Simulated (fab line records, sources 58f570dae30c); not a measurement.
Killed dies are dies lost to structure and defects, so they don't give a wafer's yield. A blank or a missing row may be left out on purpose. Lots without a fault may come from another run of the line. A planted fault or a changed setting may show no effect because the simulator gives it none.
fab line records | flow berkeley_cmos170 | part 2 of 2: steps 30 to 39 of 39
record lots=5 wafers=15 last_day=10
route steps=331 shown NVT@111 PVT@115 GATE@125 FIELD@126 PLDD@145
lots that met no fault: from a run of the same line without faults
start_h: hours from the record's first day to the start of the lot's first wafer shown | wait_h: hours since the lot's step before | " the same as in the row above | L1.1+2: a row that stands for several wafers | - no value, or no start given | * or withheld: withheld | < > ~ a bound
route shown NAME@n: a module of which the file shows steps, and the number in the route of the first | usual: mean/standard deviation of fault-free wafers | same: alike in all rows | chamber/n: place in a boat | sites: the reading at each site | _std_site: their standard deviation | _edge_site: outer sites' mean less inner sites' | radius_mm: how far each site lies from the wafer's centre | mask NAME#n: copy n | behind: the tool/chamber that last shaped the wafer | hold: why the lot was held/for how many hours/how that ended | device: the transistor (n, p or np) that didn't switch | end of line: the same wafers' tests at the end of the route | a step without rows: its recipe alone | killed: dies lost to structure and defects at the first sort, not the wafer's yield | map: a wafer's dies, x killed, . not, _ none there
set.NAME: the setting as run; set.NAME@STEP: as run at that earlier step | model.NAME: the simulator's own value behind a step, which no gauge read
lots at some steps of the route; a table a step, a row a wafer
services: from which hour (start_h, from the record's first day; less than 0 if before it) a tool's chamber was out of use, for how many hours, and why
## steps
# step UCB170_GATE_ETCH_14
# recipe chemistry=N2/H2 target_depth_a=withheld overetch_a=withheld target=BARC time_s=withheld source_w=500 bias_w=100 pressure_mtorr=30 n2_flow_sccm=100 h2_flow_sccm=200
# usual drypump_motor_current_A=5.8/0.47 n2_flow_sccm=100.0/0.3 oes_product_au=1.002/0.021 throttle_valve_pct=13.20/0.2
# columns lot.wafer tool chamber start_h wait_h drypump_motor_current_A n2_flow_sccm oes_product_au throttle_valve_pct
L075.3 rie_diel-01 0 127.51 0.0 6.6 100.1 0.980 13.13
L075.5 " 3 " " 5.6 100.0 0.963 13.04
L075.6 " 2 " " 5.3 99.5 0.990 13.26
L078.1 rie_diel-01 2 156.62 0.0 5.3 100.3 1.012 13.27
L078.3 " 1 " " 6.5 100.3 0.996 12.85
L078.6 " 2 " " 5.3 100.8 1.012 13.28
L079.2 rie_diel-03 1 156.73 0.0 6.3 100.1 1.035 13.42
L079.3 " 2 " " 5.7 100.4 0.998 13.35
L079.5 " 1 " " 6.4 99.9 1.027 13.42
L083.2 rie_diel-04 1 172.56 0.0 5.6 100.3 1.023 13.22
L083.3 " 3 " " 6.0 99.4 1.016 13.31
L083.5 " 1 " " 5.6 100.3 1.020 13.22
L089.3 rie_diel-01 2 197.03 0.0 5.3 100.5 1.003 13.26
L089.4 " 3 " " 5.6 100.1 0.963 13.05
L089.5 " 0 " " 6.6 100.5 0.977 13.13
# step UCB170_GATE_ETCH_15
# recipe chemistry=HBr/Cl2 target=poly-Si stop_on=SiO2 over_etch_frac=0.3 icp_w=300 bias_w=150 time_s=56.3 pressure_mtorr=15 HBr_flow_sccm=150 Cl2_flow_sccm=50 target_depth_a=2782
# usual drypump_motor_current_A=5.8/0.32 oes_product_au=0.821/0.014 throttle_valve_pct=26.55/0.2
# columns lot.wafer tool chamber start_h wait_h drypump_motor_current_A oes_product_au rf_hours_counter_h throttle_valve_pct
L075.3 rie_si-01 1 127.55 - 5.9 0.816 24 26.71
L075.5 " 0 " " 5.6 0.802 - 26.69
L075.6 " 1 " " 5.9 0.805 - 26.72
L078.1 rie_si-01 1 156.66 - 5.8 0.816 24 26.71
L078.3 " 0 " " 5.7 0.811 81 26.69
L078.6 " 1 " " 5.8 0.811 - 26.72
L079.2 rie_si-02 2 156.77 - 5.2 0.840 78 26.16
L079.3 " 3 " " 6.2 0.807 1 26.55
L079.5 " 1 " " 5.7 0.802 - 26.71
L083.2 rie_si-01 1 172.60 - 5.9 0.832 24 26.71
L083.3 " 2 " " 6.1 0.848 43 26.63
L083.5 " 2 " " 6.2 0.841 - 26.64
L089.3 rie_si-01 1 197.07 - 5.9 0.822 24 26.72
L089.4 " 2 " " 6.1 0.824 43 26.64
L089.5 " 0 " " 5.7 0.805 - 26.68
# step UCB170_GATE_STRIP_16
# recipe chemistry=O2 power_w=400 pressure_mtorr=3500 platen_temp_c=withheld o2_flow_sccm=400 overash_fraction=0.5
# usual drypump_motor_current_A=5.8/0.58 oes_product_au=0.724/0.0048
# columns lot.wafer tool chamber start_h wait_h drypump_motor_current_A oes_product_au rf_hours_counter_h
L075.3 plasma_asher-03 0 127.63 0.1 6.0 0.730 -
L075.5 " 1 " " 6.4 0.725 -
L075.6 " 0 " " 6.0 0.731 -
L078.1 plasma_asher-03 1 156.71 0.0 6.4 0.723 46
L078.3 " 1 " " 6.4 0.716 -
L078.6 " 0 " " 6.0 0.728 -
L079.2 plasma_asher-01 0 156.82 0.0 5.0 0.718 0
L079.3 " 1 " " 5.7 0.720 -
L079.5 " 0 " " 5.0 0.714 -
L083.2 plasma_asher-03 0 172.65 0.0 6.0 0.717 48
L083.3 " 0 " " 6.0 0.716 -
L083.5 " 0 " " 6.0 0.715 -
L089.3 plasma_asher-03 0 197.15 0.1 6.0 0.727 -
L089.4 " 1 " " 6.4 0.724 -
L089.5 " 1 " " 6.4 0.721 -
# step UCB170_GATE_CD_MEAS_90
# recipe target_cd_nm=350
# usual cd_nm=350.1/1.5
# columns lot.wafer tool chamber start_h wait_h cd_nm
L075.3 cd_sem-02 - 127.74 0.1 352.4
L075.5 " - " " 349.4
L075.6 " - " " 349.3
L078.1 cd_sem-01 - 156.81 0.1 350.1
L078.3 " - " " 349.7
L078.6 " - " " 348.8
L079.2 cd_sem-02 - 156.94 0.1 348.1
L079.3 " - " " 348.0
L079.5 " - " " 349.5
L083.2 cd_sem-02 - 172.77 0.1 349.2
L083.3 " - " " 352.0
L083.5 " - " " 349.6
L089.3 cd_sem-02 - 197.26 0.1 352.1
L089.4 " - " " 350.6
L089.5 " - " " 351.2
# step UCB170_GATE_CLEAN_17
# recipe chemistry=SPM temp_c=120 time_s=600
# columns lot.wafer tool chamber start_h wait_h
L075.3+5+6 wet_bench-04 0 127.82 0.1
L078.1+3+6 wet_bench-03 1 156.93 0.1
L079.2+3+5 wet_bench-04 1 157.04 0.1
L083.2+3+5 wet_bench-04 3 172.87 0.1
L089.3+4+5 wet_bench-04 1 197.37 0.1
# step UCB170_PLDD_HMDS_00
# recipe prime_time_s=60 prime_temp_c=100
# usual prime_temp_c=99.97/0.14
# same prime_time_s=60
# columns lot.wafer tool chamber start_h wait_h prime_temp_c
L075.3 litho_track-02 0 128.86 0.9 99.86
L075.5 " 0 " " 99.93
L075.6 " 0 " " 99.98
L078.1 litho_track-02 0 157.10 0.0 100.03
L078.3 " 0 " " 99.77
L078.6 " 0 " " 99.92
L079.2 litho_track-04 0 157.32 0.1 100.02
L079.3 " 0 " " 100.02
L079.5 " 0 " " 100.08
L083.2 litho_track-04 0 173.51 0.5 99.91
L083.3 " 0 " " 100.11
L083.5 " 0 " " 99.91
L089.3 litho_track-03 0 198.23 0.7 99.98
L089.4 " 0 " " 99.61
L089.5 " 0 " " 100.11
# step UCB170_PLDD_COAT_01
# recipe resist=KrF spin_rpm=1500 resist_thk_nm=900
# columns lot.wafer tool chamber start_h wait_h
L075.3+5+6 litho_track-02 0 129.01 0.1
L078.1+3+6 litho_track-02 0 157.25 0.1
L079.2+3+5 litho_track-04 0 157.47 0.1
L083.2+3+5 litho_track-04 0 173.66 0.1
L089.3+4+5 litho_track-03 0 198.38 0.1
# step UCB170_PLDD_SOFTBAKE_02
# recipe resist=KrF temp_c=130 time_s=60
# usual heater_power_total_W=56.80/0.047
# columns lot.wafer tool chamber start_h wait_h heater_power_total_W
L075.3 litho_track-02 0 129.16 0.1 56.89
L075.5 " 0 " " 56.79
L075.6 " 0 " " 56.80
L078.1 litho_track-02 0 157.40 0.1 56.73
L078.3 " 0 " " 56.81
L078.6 " 0 " " 56.78
L079.2 litho_track-04 0 157.62 0.1 56.78
L079.3 " 0 " " 56.72
L079.5 " 0 " " 56.76
L083.2 litho_track-04 0 173.81 0.1 56.82
L083.3 " 0 " " 56.77
L083.5 " 0 " " 56.71
L089.3 litho_track-03 0 198.53 0.1 56.81
L089.4 " 0 " " 56.78
L089.5 " 0 " " 56.83
# step UCB170_PLDD_EXPOSE_03
# recipe mask_id=PSELECT na=0.5 sigma_outer=0.6 source_shape=conventional target_cd_nm=1200 dose_mj=30
# usual stage_vel_mm_s=500.04/0.23
# same na=0.5
# columns lot.wafer tool chamber start_h wait_h mask stage_vel_mm_s
L075.3 krf_scanner-02 0 129.29 0.1 PSELECT#0 500.44
L075.5 " 0 " " PSELECT#0 500.34
L075.6 " 0 " " PSELECT#0 500.30
L078.1 krf_scanner-01 0 157.75 0.3 PSELECT#0 500.20
L078.3 " 0 " " PSELECT#0 500.04
L078.6 " 0 " " PSELECT#0 500.12
L079.2 krf_scanner-01 0 157.89 0.2 PSELECT#0 500.00
L079.3 " 0 " " PSELECT#0 500.10
L079.5 " 0 " " PSELECT#0 500.17
L083.2 krf_scanner-01 0 174.00 0.2 PSELECT#0 499.77
L083.3 " 0 " " PSELECT#0 500.02
L083.5 " 0 " " PSELECT#0 500.02
L089.3 krf_scanner-02 0 198.67 0.1 PSELECT#0 499.74
L089.4 " 0 " " PSELECT#0 499.54
L089.5 " 0 " " PSELECT#0 500.03
# step UCB170_PLDD_PEB_04
# recipe peb_temp_c=130 peb_time_s=withheld resist=KrF
# usual heater_power_total_W=56.80/0.046
# columns lot.wafer tool chamber start_h wait_h heater_power_total_W
L075.3 litho_track-02 0 129.86 0.5 56.79
L075.5 " 0 " " 56.82
L075.6 " 0 " " 56.76
L078.1 litho_track-03 0 157.90 0.1 56.72
L078.3 " 0 " " 56.77
L078.6 " 0 " " 56.80
L079.2 litho_track-02 0 158.01 0.1 56.75
L079.3 " 0 " " 56.90
L079.5 " 0 " " 56.74
L083.2 litho_track-04 0 174.68 0.7 56.82
L083.3 " 0 " " 56.89
L083.5 " 0 " " 56.73
L089.3 litho_track-02 0 198.92 0.2 56.80
L089.4 " 0 " " 56.77
L089.5 " 0 " " 56.74
## services
# columns tool chamber start_h hours kind
krf_scanner-01 - 90.30 3.6 pm
implanter-03 - 90.77 5.2 pm
rie_diel-01 1 91.12 5.2 repair
implanter-02 - 93.41 5.2 pm
plasma_asher-01 - 104.86 2.8 pm
plasma_asher-01 - 108.75 9.0 pm
plasma_asher-01 - 112.35 39.4 repair
implanter-03 - 113.99 3.7 repair
krf_scanner-01 - 115.27 4.0 pm
implanter-01 - 118.26 3.4 repair
implanter-01 - 119.46 1.1 repair
rie_si-01 0 129.26 16.0 repair
krf_scanner-02 - 132.59 0.7 repair
krf_scanner-01 - 133.33 1.0 pm
krf_scanner-02 - 145.14 16.9 repair
krf_scanner-02 - 156.90 0.9 repair
wet_bench-04 - 163.54 3.9 repair
rie_si-01 3 167.72 3.0 repair
implanter-04 - 167.95 2.5 repair
krf_scanner-02 - 171.94 8.0 repair
krf_scanner-01 - 182.87 0.8 pm
krf_scanner-01 - 190.24 0.5 repair
krf_scanner-02 - 191.59 1.3 pm
krf_scanner-02 - 192.89 4.0 pm
